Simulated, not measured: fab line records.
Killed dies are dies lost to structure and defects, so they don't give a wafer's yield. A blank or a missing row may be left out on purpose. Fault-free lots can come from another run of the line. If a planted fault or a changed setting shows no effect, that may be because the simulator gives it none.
Problem report in the 8D (eight disciplines) form, filled by code | flow ritCmos | the parts of the form that need people (team, actions taken, sign-off) are left out

1. PROBLEM STATEMENT
PSD_RS at RIT_SDANNEAL_RS_MEAS_04 reads a mean of 113.8 ohm/sq on 6 wafers of 2 lots; wafers without a fault read 115.8 ohm/sq with a standard deviation of 0.34. Relative to the usual mean, that is a shift of -5.7 standard deviations.
The step: measures by four-point-probe.
First observed at day 5 09:59: wafer L184.2, on filmMetro-02. At this step, 42 wafers from 14 lots have a number in the record. The rule behind "out" and "out of limits": a value lying over 4 standard deviations away from the usual mean. The rest of the wafers with a number are treated as sound.

2. WHAT IT IS; WHAT IT IS NOT
question                    | is                     | is not
which readings at this step | PSD_RS                 | -
which lots                  | L184, L186             | L174, L176, L177, L178, L179, L180, L187, L189, L191, L193, L195, L197
which wafers of those lots  | all that have a number | -
read on which gauges        | filmMetro-02           | filmMetro-01, filmMetro-04
when                        | from day 5 09:59       | up to then (18 sound wafers); but 18 sound wafers of L187, L189, L191, L193, L195, L197 came after

3. WHAT RULES OUT EACH SUSPECT
Counting: a tool stays on the suspect list if, at a process step up to the reading, it processed all lots that are out and no sound lot following the first of them.
- the gauge at RIT_SDANNEAL_RS_MEAS_04: kept. All the wafers that are out were read on filmMetro-02, and no step on other tools shows them out.
- rtpAnneal-02 at RIT_SDANNEAL_RTA_03 (time 5 s): kept. It ran every lot that is out, first L184 (day 5 09:55), and no sound lot after that; its last sound lot up to then is L180 (day 4 18:45).
Left after counting: rtpAnneal-02 at RIT_SDANNEAL_RTA_03, filmMetro-02 at RIT_SDANNEAL_RS_MEAS_04.

4. THE CAUSE (what the simulator had put in)
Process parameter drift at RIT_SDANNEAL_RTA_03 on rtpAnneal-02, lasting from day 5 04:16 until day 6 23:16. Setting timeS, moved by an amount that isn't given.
This tool is one of the 2 suspects left after counting.

5. THE CHAIN OF EFFECTS, in route order
Rows list readings where the struck wafers' mean (over those with a number) sits beyond 3 standard deviations from the usual. Readings are gone through only where the record gives a usual standard deviation; hours: the median, over the lots, of the time from a lot's start at the first step in this table giving one to that lot's start at this step; sigmas: the change measured in usual standard deviations.
hours | step                    | reading | usual        | on struck wafers | change | sigmas
0     | RIT_SDANNEAL_RS_MEAS_04 | PSD_RS  | 115.8 ohm/sq | 113.8            | -2.0   | -5.7
0     | RIT_SDANNEAL_RS_MEAS_06 | PLDD_RS | 178.5 ohm/sq | 176.3            | -2.2   | -4.2

6. WHAT WOULD HAVE CAUGHT IT SOONER
Counted from the fault's start at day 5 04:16, it took 6 hours until the first out-of-limits reading at a measuring or inspecting step in this record, taken at day 5 09:59.
Of the tool readings at RIT_SDANNEAL_RTA_03 for which the record gives a usual standard deviation, none was out on any struck wafer, so an alarm limit of 4 standard deviations on them would not have fired.
Of the lots that are out (2), L186 began RIT_SDANNEAL_RTA_03 on rtpAnneal-02 after day 5 09:59. Had the tool been put on hold then, it would have been spared.
